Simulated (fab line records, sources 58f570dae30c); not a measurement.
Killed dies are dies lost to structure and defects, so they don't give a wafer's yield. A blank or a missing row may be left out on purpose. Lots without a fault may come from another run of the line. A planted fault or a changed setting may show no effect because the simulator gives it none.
Split-lot experiment | flow berkeley_cmos170 | 5 lots, 23 wafers read, on a route of 331 steps

THE SPLIT
At UCB170_CONTACT_ETCH_18 (etches PSG in CHF3/CF4/Ar, stops on TiSi2, target depth 840 nm, time 195 s), the setting time_s was moved away from the recipe's 195 s on 10 of the 23 wafers read, by -9.8% to +6.4%. The other wafers ran this setting at the recipe's value.

The reading is taken at the split's own step.

THE READING
KrF_of_CONTACT_COAT_10.thk_nm (the simulator's own value, which no gauge read), in nm, at UCB170_CONTACT_ETCH_18 (etches PSG in CHF3/CF4/Ar, stops on TiSi2, target depth 840 nm, time 195 s). The file gives no usual value for it. The 13 wafers here that ran the recipe average 692.8 nm, standard deviation 5.5 nm.

wafer  | tool, chamber at the split | time_s as run, s | against the recipe | KrF_of_CONTACT_COAT_10.thk_nm, nm | against lot-mates on the recipe
L074.1 | rie_diel-01, 1             | 195              | recipe             | 690.6                             | -
L074.2 | rie_diel-01, 0             | 195              | recipe             | 690.5                             | -
L074.3 | rie_diel-01, 3             | 184.9            | -5.2%              | 700.3                             | +10.8
L074.4 | rie_diel-01, 2             | 184.9            | -5.2%              | 702.7                             | +13.2
L074.6 | rie_diel-01, 0             | 195              | recipe             | 687.3                             | -
L076.1 | rie_diel-03, 2             | 206.2            | +5.7%              | 672.9                             | -11.8
L076.3 | rie_diel-03, 1             | 195              | recipe             | 684.4                             | -
L076.4 | rie_diel-03, 1             | 206.2            | +5.7%              | 672.6                             | -12.0
L076.5 | rie_diel-03, 2             | 195              | recipe             | 684.9                             | -
L076.6 | rie_diel-03, 3             | 206.2            | +5.7%              | 674.7                             | -9.9
L082.1 | rie_diel-04, 1             | 195              | recipe             | 696.1                             | -
L082.3 | rie_diel-04, 2             | 195              | recipe             | 704                               | -
L082.4 | rie_diel-04, 0             | 195              | recipe             | 697.1                             | -
L084.1 | rie_diel-03, 0             | 175.8            | -9.8%              | 711.3                             | +21.1
L084.2 | rie_diel-03, 2             | 195              | recipe             | 689.6                             | -
L084.3 | rie_diel-03, 1             | 175.8            | -9.8%              | 709.5                             | +19.3
L084.4 | rie_diel-03, 1             | 175.8            | -9.8%              | 710.4                             | +20.2
L084.5 | rie_diel-03, 2             | 195              | recipe             | 690.8                             | -
L083.1 | rie_diel-04, 1             | 207.4            | +6.4%              | 686.3                             | -10.8
L083.2 | rie_diel-04, 2             | 195              | recipe             | 697                               | -
L083.4 | rie_diel-04, 1             | 195              | recipe             | 695.8                             | -
L083.5 | rie_diel-04, 2             | 195              | recipe             | 698.4                             | -
L083.6 | rie_diel-04, 0             | 207.4            | +6.4%              | 680.9                             | -16.2

THE FIT
A straight line over all 23 wafers: KrF_of_CONTACT_COAT_10.thk_nm changes by -2.05 nm for each +1% of time_s; r = -0.88; the points scatter about the line by 5.4 nm.
The same after taking each lot's own level away (the mean of its wafers on the recipe; 23 wafers): -2.07 nm for each +1%; r = -0.98; scatter 1.9 nm.
On that fit, the largest move of time_s shifts the reading by 20 nm.
The lots' own levels span 684.65 to 699.07 nm, that is 2.6 times the standard deviation above.
So the lot-to-lot level changes the slope little: the two slopes agree.
Check: with one of the wafers moved furthest among these (-9.8%) left out of the fit, the line predicts +20.4 nm for it against its lot-mates. It came out at +21.1 nm against them.

OTHER SPLITS ON THESE WAFERS
These wafers also went through other splits before the reading. Each is held against what the fit with the lots' levels taken away leaves over:
other split on the same wafers    | wafers away from the commonest value | r with KrF_of_CONTACT_COAT_10.thk_nm (lot level and that fit taken away)
UCB170_NLDD_EXPOSE_03 dose_mj     | 5                                    | +0.23
UCB170_SPACER_CVD_00 time_s       | 11                                   | +0.26
UCB170_PSD_PEB_04 peb_temp_c      | 9                                    | +0.06
UCB170_NSD_COAT_01 resist_thk_nm  | 6                                    | +0.11
UCB170_SILICIDE_SPUTTER_01 time_s | 8                                    | -0.14

THE FILE'S OWN FIT
KrF_of_CONTACT_COAT_10.thk_nm changes by -2.08 nm for each +1% of time_s, r = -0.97.
